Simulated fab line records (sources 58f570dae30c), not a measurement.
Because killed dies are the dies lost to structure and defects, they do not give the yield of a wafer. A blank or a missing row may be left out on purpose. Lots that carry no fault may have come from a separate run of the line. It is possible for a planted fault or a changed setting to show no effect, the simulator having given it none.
Which tool did it? + flow berkeley_cmos170 + 13 lots with 39 wafers sampled at 2 steps, on a route of 331 steps

WHAT EACH GAUGE READ, for each wafer
UCB170_NSD_TW_MEAS_10.
| lot  | measured     | on            | NSD_TW         |
|------|--------------|---------------|----------------|
| L699 | day 9 05:19  | film_metro-03 | 4180 4171 4171 |
| L702 | day 9 14:58  | film_metro-04 | 4283 4273 4279 |
| L701 | day 9 15:13  | film_metro-01 | 4219 4230 4211 |
| L703 | day 9 15:26  | film_metro-01 | 4225 4225 4241 |
| L705 | day 10 08:23 | film_metro-04 | 4255 4249 4238 |
| L707 | day 10 09:06 | film_metro-04 | 4256 4247 4242 |
| L704 | day 10 09:22 | film_metro-04 | 4261 4260 4270 |
| L708 | day 10 09:38 | film_metro-03 | 4170 4187 4174 |
| L706 | day 10 09:42 | film_metro-04 | 4255 4228 4261 |
| L710 | day 10 23:32 | film_metro-04 | 4262 4258 4255 |
| L711 | day 11 12:28 | film_metro-03 | 4178 4165 4178 |
| L717 | day 11 23:28 | film_metro-03 | 4166 4157 4176 |
| L719 | day 12 13:50 | film_metro-01 | 4245 4228 4215 |

UCB170_CONTACT_OVL_MEAS_16.
| lot  | measured     | on         | CONTACT_OVL (nm) |
|------|--------------|------------|------------------|
| L699 | day 9 11:29  | overlay-01 | -5 -4 -1         |
| L702 | day 10 01:19 | overlay-02 | 6 2 2            |
| L701 | day 10 01:17 | overlay-01 | -1 -1 4          |
| L703 | day 10 01:33 | overlay-02 | -3 -4 -3         |
| L705 | day 10 15:29 | overlay-01 | 4 8 0            |
| L707 | day 10 16:13 | overlay-01 | -1 -6 -4         |
| L704 | day 10 17:34 | overlay-01 | -1 5 1           |
| L708 | day 10 18:32 | overlay-02 | 5 -4 2           |
| L706 | day 10 17:17 | overlay-01 | -7 -1 0          |
| L710 | day 11 11:52 | overlay-02 | -6 0 -3          |
| L711 | day 11 20:34 | overlay-02 | -4 5 3           |
| L717 | day 12 08:08 | overlay-02 | 5 3 12           |
| L719 | day 12 20:25 | overlay-02 | -1 -7 4          |

WHAT TOOL EACH LOT RAN ON (gives the tool, then ch and the chambers of the sampled wafers, and finally the start)
No process step before these readings appears in the record.

AS READ BY THE TOOLS THEMSELVES (means over the sampled wafers that have a number; for cases with no such wafer, the mark the record gives instead)
The record holds no such reading with a usual standard deviation.

THE ANSWER, worked out from the rows above alone
Rule: usual is defined by the lots themselves. Put in order of their means at a reading, lots are off if they are a third of the lots or fewer, leave a main group of 4 or more, and stand apart from it by a gap of 3 or more times the standard deviation of the main group's means; of several such gaps the widest counts. Not used: any main group whose means are identical at the precision the tables above print for the reading. Also off: a lot with no number at a reading for which 4 or more lots have one. The other lots that the step has rows for count as sound. Order of review: gauges by route order, followed by the tools' own readings, for which a lot's mean as printed above is used. The first step at which some lot is off is used, and at that step the reading that is off furthest; a lot without a number counts as furthest.
No lot is off on any of the readings shown, so nothing can be concluded from this.

WHAT THE SIMULATOR HAD INSERTED
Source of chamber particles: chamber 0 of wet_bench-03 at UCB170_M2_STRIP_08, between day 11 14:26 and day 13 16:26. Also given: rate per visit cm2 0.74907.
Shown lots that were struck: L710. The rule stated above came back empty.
